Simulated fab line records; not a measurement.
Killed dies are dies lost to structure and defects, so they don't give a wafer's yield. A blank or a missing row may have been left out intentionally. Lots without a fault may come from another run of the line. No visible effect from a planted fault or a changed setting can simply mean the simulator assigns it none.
Which tool was responsible? :: flow rit cmos :: 15 lots, 45 wafers sampled, at 2 steps of a route of 202

WHAT THE GAUGES READ, wafer by wafer
Not one reading of a measure or inspect step in the record can be checked against a usual standard deviation.

TOOL THAT RAN EACH LOT (tool first, then ch and the chambers of the sampled wafers, then the start)
lot: L660
RIT_PWELL_SOFTBAKE_02: litho track-02 ch 0, day 2 08:11
RIT_M1_PROBE_99: -

lot: L661
RIT_PWELL_SOFTBAKE_02: litho track-04 ch 0, day 2 12:03
RIT_M1_PROBE_99: -

lot: L662
RIT_PWELL_SOFTBAKE_02: litho track-04 ch 0, day 2 13:33
RIT_M1_PROBE_99: -

lot: L663
RIT_PWELL_SOFTBAKE_02: litho track-03 ch 0, day 2 21:13
RIT_M1_PROBE_99: -

lot: L664
RIT_PWELL_SOFTBAKE_02: litho track-03 ch 0, day 3 01:34
RIT_M1_PROBE_99: -

lot: L665
RIT_PWELL_SOFTBAKE_02: litho track-02 ch 0, day 3 06:05
RIT_M1_PROBE_99: -

lot: L666
RIT_PWELL_SOFTBAKE_02: litho track-02 ch 0, day 3 09:37
RIT_M1_PROBE_99: -

lot: L668
RIT_PWELL_SOFTBAKE_02: litho track-02 ch 0, day 3 21:02
RIT_M1_PROBE_99: -

lot: L670
RIT_PWELL_SOFTBAKE_02: litho track-02 ch 0, day 4 05:43
RIT_M1_PROBE_99: prober-01, day 5 23:14

lot: L671
RIT_PWELL_SOFTBAKE_02: litho track-03 ch 0, day 4 10:46
RIT_M1_PROBE_99: -

lot: L672
RIT_PWELL_SOFTBAKE_02: litho track-02 ch 0, day 4 15:54
RIT_M1_PROBE_99: -

lot: L673
RIT_PWELL_SOFTBAKE_02: litho track-02 ch 0, day 4 20:43
RIT_M1_PROBE_99: -

lot: L674
RIT_PWELL_SOFTBAKE_02: litho track-02 ch 0, day 5 03:54
RIT_M1_PROBE_99: prober-01, day 6 17:20

lot: L680
RIT_PWELL_SOFTBAKE_02: litho track-03 ch 0, day 6 07:10
RIT_M1_PROBE_99: -

lot: L682
RIT_PWELL_SOFTBAKE_02: litho track-03 ch 0, day 6 17:59
RIT_M1_PROBE_99: -
- RIT_PWELL_SOFTBAKE_02: time 60 s.
- RIT_M1_PROBE_99

WHAT THE TOOLS THEMSELVES READ (means of the sampled wafers that have a number; where no wafer has one, the mark that the record gives instead)
RIT_PWELL_SOFTBAKE_02. Usual: heater power total W 34.56 W, standard deviation 0.044; plate temp C 89.95 C, standard deviation 0.13.
lot: L660
tool: litho track-02
heater power total W (W): 34.57
plate temp C (C): 89.90
flag: 

lot: L661
tool: litho track-04
heater power total W (W): 34.55
plate temp C (C): 89.94
flag: 

lot: L662
tool: litho track-04
heater power total W (W): 34.53
plate temp C (C): 89.98
flag: 

lot: L663
tool: litho track-03
heater power total W (W): 34.55
plate temp C (C): 89.87
flag: 

lot: L664
tool: litho track-03
heater power total W (W): 34.57
plate temp C (C): 89.93
flag: 

lot: L665
tool: litho track-02
heater power total W (W): 34.58
plate temp C (C): 89.80
flag: 

lot: L666
tool: litho track-02
heater power total W (W): 34.59
plate temp C (C): 89.93
flag: 

lot: L668
tool: litho track-02
heater power total W (W): 34.57
plate temp C (C): 89.94
flag: 

lot: L670
tool: litho track-02
heater power total W (W): 34.57
plate temp C (C): 90.05
flag: 

lot: L671
tool: litho track-03
heater power total W (W): 34.58
plate temp C (C): 89.90
flag: 

lot: L672
tool: litho track-02
heater power total W (W): 38.51
plate temp C (C): 97.14
flag: OFF

lot: L673
tool: litho track-02
heater power total W (W): 38.45
plate temp C (C): 97.13
flag: OFF

lot: L674
tool: litho track-02
heater power total W (W): 38.49
plate temp C (C): 97.14
flag: OFF

lot: L680
tool: litho track-03
heater power total W (W): 34.56
plate temp C (C): 90.07
flag: 

lot: L682
tool: litho track-03
heater power total W (W): 34.61
plate temp C (C): 90.18
flag: 

RIT_M1_PROBE_99. Usual: killed_at_M0_to_M3 0.0, standard deviation 0.12; killed at contacts 0.1, standard deviation 0.27; killed at front end 7, standard deviation 3.1; killed dies 7, standard deviation 3.1; killed open 3.3, standard deviation 2.1; killed short 3.5, standard deviation 2.
lot: L670
tool: prober-01
killed_at_M0_to_M3: 0.0
killed at contacts: 0.0
killed at front end: 8
killed dies: 8
killed open: 4.0
killed short: 4.3
flag: 

lot: L674
tool: prober-01
killed_at_M0_to_M3: 0.0
killed at contacts: 0.0
killed at front end: 8
killed dies: 8
killed open: 4.3
killed short: 3.3
flag: 

THE ANSWER, worked out from the rows above alone
Rule: take the mean of a lot's wafers that have a number; if it is more than 3 standard deviations from the usual mean, the lot is off. Also off: a lot with no number at a reading for which 4 or more lots have one. Any other lot the step has rows for is counted as sound. First the gauges in route order, then the tools' own readings, where a lot's mean is used as printed above. At the first step where some lot is off, the reading lying furthest off is the one used; lots without a number count as furthest.
Off, at RIT_PWELL_SOFTBAKE_02 on heater power total W: L672, L673, L674.
If a tool, at that step or one of the process steps before it, ran each lot that is off and ran no sound lot following the first of them, it fits. One candidate fits, namely litho track-02 at RIT_PWELL_SOFTBAKE_02. A fault onset in the window from L670 (day 4 05:43, its last sound lot) to L672 (day 4 15:54, its first lot off) fits.
The tool's own readings at RIT_PWELL_SOFTBAKE_02 bear it out: on the lots that are off they differ by more than 5 times the standard deviation of the sound lots' means. heater power total W reads 38.48 W there against 34.57 W on the sound lots; plate temp C reads 97.14 C there against 89.96 C on the sound lots.

WHAT WAS PUT IN BY THE SIMULATOR
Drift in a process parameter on litho track-02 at RIT_PWELL_SOFTBAKE_02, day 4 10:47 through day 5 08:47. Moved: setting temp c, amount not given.
Lots struck among those shown: L672, L673, L674. The rule above found the same.
